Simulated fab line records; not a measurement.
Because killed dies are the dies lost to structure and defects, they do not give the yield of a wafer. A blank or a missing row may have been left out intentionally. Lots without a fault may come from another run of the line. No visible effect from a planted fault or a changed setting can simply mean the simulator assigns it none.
Problem report, 8D (eight disciplines) form, completed by code	flow berkeley-cmos170	the parts of the form that need people (team, actions taken, sign-off) are left out

1. WHAT IS WRONG
PSD_RS at UCB170_SDANNEAL_RS_MEAS_02 reads a mean of 65.53 ohm/sq on 6 wafers of 2 lots; wafers without a fault read 75.48 ohm/sq with a standard deviation of 0.28. Measured from the usual mean, that is -36 standard deviations.
The step: measures by four-point-probe.
First observed at day 8 18:47: wafer L962.3, on film-metro-03. The record has a number at this step for 42 wafers belonging to 14 lots. Rule for "out", or "out of limits": more than 4 standard deviations from the usual mean. The rest of the wafers with a number are treated as sound.

2. WHAT IT IS, AND WHAT IT ISN'T
question	is	is not
which readings at this step	PSD_RS	-
which lots	L962, L965	L959, L960, L963, L968, L970, L972, L974, L976, L978, L980, L981, L982
which wafers of those lots	all that have a number	-
read on which gauges	film-metro-03	film-metro-02, film-metro-04
when	from day 8 18:47	up to then (9 sound wafers); but 27 sound wafers of L968, L970, L972, L974, L976, L978, L980, L981, L982 came after

3. WHAT RULES OUT EACH SUSPECT
Counting: a tool stays on the suspect list if, at a process step up to the reading, it processed all lots that are out and no sound lot following the first of them.
- the gauge at UCB170_SDANNEAL_RS_MEAS_02 has been ruled out. All the wafers that are out were read on film-metro-03, but those of them that UCB170_SDANNEAL_RTA_01 has rows for are out there too, on other tools.
- rtp-anneal-01 at UCB170_SDANNEAL_RTA_01 (time 5 s): ruled out as a lasting fault. After its first lot that is out, L962 (day 8 18:43), sound lots L976, L981 ran on it.
Left after counting: nothing in the record.

4. THE CAUSE (what the simulator had put in)
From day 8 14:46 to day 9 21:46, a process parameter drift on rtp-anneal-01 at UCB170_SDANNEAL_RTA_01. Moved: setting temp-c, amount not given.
The count ruled it out by mistake, since the rule takes a fault to strike every lot its tool runs from the start of the fault on, and this one did not do so.

5. THE CHAIN OF EFFECTS, in route order
One row per reading whose mean, taken over the struck wafers that have a number, lies over 3 standard deviations from the usual. Only readings for which the record gives a usual standard deviation are gone through. hours: the time from each lot's start at the first step in this table that gives one to its start at this step, as a median over the lots. sigmas: the change in usual standard deviations.
hours	step	reading	usual	on struck wafers	change	sigmas
0	UCB170_SDANNEAL_RTA_01	wafer_temp_C_max	1055.9	1078.9	+23.0	+13
0	UCB170_SDANNEAL_RS_MEAS_02	PSD_RS	75.48 ohm/sq	65.53	-9.95	-36
0	UCB170_SDANNEAL_RS_MEAS_03	NSD_RS	37.27 ohm/sq	35.66	-1.61	-16
0	UCB170_SDANNEAL_RS_MEAS_04	PLDD_RS	1030.0 ohm/sq	1008.7	-21.3	-7.1
It contains these process steps:
- UCB170_SDANNEAL_RTA_01: time 5 s.

6. HOW IT WOULD HAVE BEEN CAUGHT EARLIER
The first out-of-limits reading at a measuring or inspecting step in this record came at day 8 18:47, 4 hours after the fault's start at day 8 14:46.
Tool's own readings at UCB170_SDANNEAL_RTA_01, wafer_temp_C_max: out on all struck wafers the step has rows for; an alarm limit on them would have tripped on the first.
